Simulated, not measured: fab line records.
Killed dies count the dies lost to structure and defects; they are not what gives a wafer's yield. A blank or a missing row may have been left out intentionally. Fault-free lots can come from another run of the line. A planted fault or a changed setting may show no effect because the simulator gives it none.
Split-lot experiment -- flow rit-cmos -- 23 wafers read across 5 lots, on a route 202 steps long

## THE SPLIT
At RIT_SILICIDE_SPUTTER_01 (material Ti, target thk 30 nm, time 240 s), the setting time-s was moved away from the recipe's 240 s on 7 of the 23 wafers read, by +5.9% to +10.4%. For the rest of the wafers, this setting stayed at what the recipe calls for.

## FROM THE SPLIT TO THE READING: what the file shows between them, 1 step
- RIT_SILICIDE_RS_MEAS_02: measures by four-point-probe

## THE READING
SILICIDE_TI_THK, in nm, at RIT_SILICIDE_THK_MEAS_03 (measures by xrf). Typical for fault-free wafers on this fab line: 30.0 nm, with standard deviation 0.37 nm.

wafer,"tool, chamber at the split","time-s as run, s",against the recipe,"SILICIDE_TI_THK, nm",against lot-mates on the recipe
L074.3,"pvd-sputter-01, -",240,recipe,30.2,-
L074.5,"pvd-sputter-01, -",240,recipe,30.1,-
L074.6,"pvd-sputter-01, -",240,recipe,30.3,-
L078.1,"pvd-sputter-04, -",240,recipe,30.0,-
L078.2,"pvd-sputter-04, -",240,recipe,29.7,-
L078.3,"pvd-sputter-04, -",240,recipe,29.8,-
L078.4,"pvd-sputter-04, -",240,recipe,29.6,-
L078.5,"pvd-sputter-04, -",240,recipe,29.6,-
L079.1,"pvd-sputter-02, -",265,+10.4%,33.8,+3.8
L079.3,"pvd-sputter-02, -",240,recipe,30.5,-
L079.4,"pvd-sputter-02, -",240,recipe,29.6,-
L079.5,"pvd-sputter-02, -",265,+10.4%,33.3,+3.3
L079.6,"pvd-sputter-02, -",240,recipe,29.8,-
L083.2,"pvd-sputter-02, -",240,recipe,30.0,-
L083.3,"pvd-sputter-02, -",240,recipe,30.1,-
L083.4,"pvd-sputter-02, -",262.9,+9.5%,32.3,+2.2
L083.5,"pvd-sputter-02, -",240,recipe,30.3,-
L083.6,"pvd-sputter-02, -",262.9,+9.5%,33.1,+3.0
L085.2,"pvd-sputter-02, -",254.2,+5.9%,31.7,+2.0
L085.3,"pvd-sputter-02, -",254.2,+5.9%,31.8,+2.1
L085.4,"pvd-sputter-02, -",254.2,+5.9%,31.4,+1.7
L085.5,"pvd-sputter-02, -",240,recipe,29.4,-
L085.6,"pvd-sputter-02, -",240,recipe,30.0,-

THE FIT
A straight line over all 23 wafers: SILICIDE_TI_THK changes by +0.315 nm for each +1% of time-s; r = +0.97; the points scatter about the line by 0.34 nm.
The same after taking each lot's own level away (the mean of its wafers on the recipe; 23 wafers): +0.313 nm for each +1%; r = +0.97; scatter 0.3 nm.
On that fit, the largest move of time-s shifts the reading by 3.3 nm.
Measured against the standard deviation above, the lots' own levels, which go from 29.70 to 30.20 nm, span 1.4 times it.
Consequently the slope shifts little with the lot-to-lot level, the two slopes agreeing.
Check: +3.1 nm against its lot-mates is what the line predicts for one of the wafers moved furthest among these (+10.4%) when that wafer is left out of the fit. It came out at +3.83 nm against them.

## ADDITIONAL SPLITS CARRIED BY THESE WAFERS
Other splits were also applied to these wafers ahead of the reading. Each is held against what the fit with the lots' levels taken away leaves over:
other split on the same wafers,wafers away from the commonest value,r with SILICIDE_TI_THK (lot level and that fit taken away)
RIT_GATE_EXPOSE_13 dose-mj,8,-0.24
RIT_NLDD_SOFTBAKE_02 temp-c,9,-0.06
RIT_PLDD_COAT_01 resist-thk-nm,4,+0.33
RIT_SPACER_CVD_03 sih2cl2-flow-sccm,10,-0.08
RIT_NSD_IMPLANT_08 dose-cm2,7,-0.12
RIT_PSD_HARDBAKE_07 temp-c,5,-0.09

## THE WHOLE CHAIN: every reading that the file lists as answering this split, in the file's order
step,what it does,reading,change (the file's fit),r (the file's)
RIT_SILICIDE_SPUTTER_01,"material Ti, target thk 30 nm, time 240 s","Ti_of_SILICIDE_SPUTTER_01.thk-nm (the simulator's own value, which no gauge read)",+0.303 nm for each +1% of the setting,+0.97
RIT_SILICIDE_RS_MEAS_02,measures by four-point-probe,SILICIDE_TI_RS,-0.561 for each +1% of the setting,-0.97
RIT_SILICIDE_THK_MEAS_03,measures by xrf,SILICIDE_TI_THK,+0.311 for each +1% of the setting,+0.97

## THE FILE'S OWN FIT
SILICIDE_TI_THK changes by +0.311 nm for each +1% of time-s, r = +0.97.
